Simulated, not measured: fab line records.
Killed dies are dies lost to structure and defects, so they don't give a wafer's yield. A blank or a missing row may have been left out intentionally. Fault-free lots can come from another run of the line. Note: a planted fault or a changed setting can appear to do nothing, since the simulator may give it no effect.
8D (eight disciplines) problem report, filled in by code    flow berkeley_cmos170    the parts of the form that need people (team, actions taken, sign-off) are left out

== 1. THE PROBLEM ==
M1_OVL at UCB170_M1_OVL_MEAS_10 reads a mean of 131 nm on 9 wafers of 3 lots; wafers without a fault read -1 nm with a standard deviation of 4.9. Relative to the usual mean, that is a shift of +27 standard deviations.
First observed at day 11 03:40: wafer L868.2, on overlay-02. At this step, 45 wafers from 15 lots have a number in the record. By rule, "out" or "out of limits" means more than 4 standard deviations away from the usual mean. The rest of the wafers with a number are treated as sound.

== 2. WHAT IT IS, AND WHAT IT ISN'T ==
question                     is                      is not
which readings at this step  M1_OVL                  -
which lots                   L868, L869, L871        L856, L857, L859, L860, L861, L862, L863, L865, L866, L867, L870, L878
which wafers of those lots   all that have a number  -
read on which gauges         overlay-01, overlay-02  -
when                         from day 11 03:40       up to then (30 sound wafers); but 6 sound wafers of L866, L878 came after

== 3. THE SUSPECTS, EACH WITH WHAT RULES IT OUT ==
Counting: a tool at any process step up to the reading remains a suspect when it ran all the lots that are out and ran no sound lot after the first of those.
- the gauge at UCB170_M1_OVL_MEAS_10 is ruled out. 2 gauges (overlay-01, overlay-02) read the wafers that are out.
- krf_scanner-02 at UCB170_M1_EXPOSE_06 (exposes mask METAL1, target cd 700 nm): kept. All lots that are out passed through it, beginning with L868 at day 11 03:04, and no sound lot followed; its final sound lot before that point was L870 at day 11 02:29.
Left after counting: krf_scanner-02 at UCB170_M1_EXPOSE_06.

== 4. THE CAUSE (what the simulator had put in) ==
Scanner matching overlay: krf_scanner-02, from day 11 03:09 on, at UCB170_M1_EXPOSE_06. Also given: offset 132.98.
The count eliminated every tool but this one.

== 5. THE CHAIN OF EFFECTS, in route order ==
Each row: a reading whose mean over the struck wafers that have a number lies more than 3 standard deviations from the usual. Readings are gone through only where the record gives a usual standard deviation; hours: the median, over the lots, of the time from a lot's start at the first step in this table giving one to that lot's start at this step; sigmas: the change measured in usual standard deviations.
hours  step                   reading  usual  on struck wafers  change  sigmas
0      UCB170_M1_OVL_MEAS_10  M1_OVL   -1 nm  131               +132    +27

== 6. WHAT WOULD HAVE CAUGHT IT SOONER ==
In this record the first reading out of limits at a measuring or inspecting step was taken at day 11 03:40, 1 hour after the fault began at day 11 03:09.
Of the tool readings at UCB170_M1_EXPOSE_06 for which the record gives a usual standard deviation, none was out on any struck wafer, so an alarm limit of 4 standard deviations on them would not have fired.
Among the 3 lots that are out, L871 began UCB170_M1_EXPOSE_06 on krf_scanner-02 after day 11 03:40. A tool hold placed at that time would have kept it from harm.
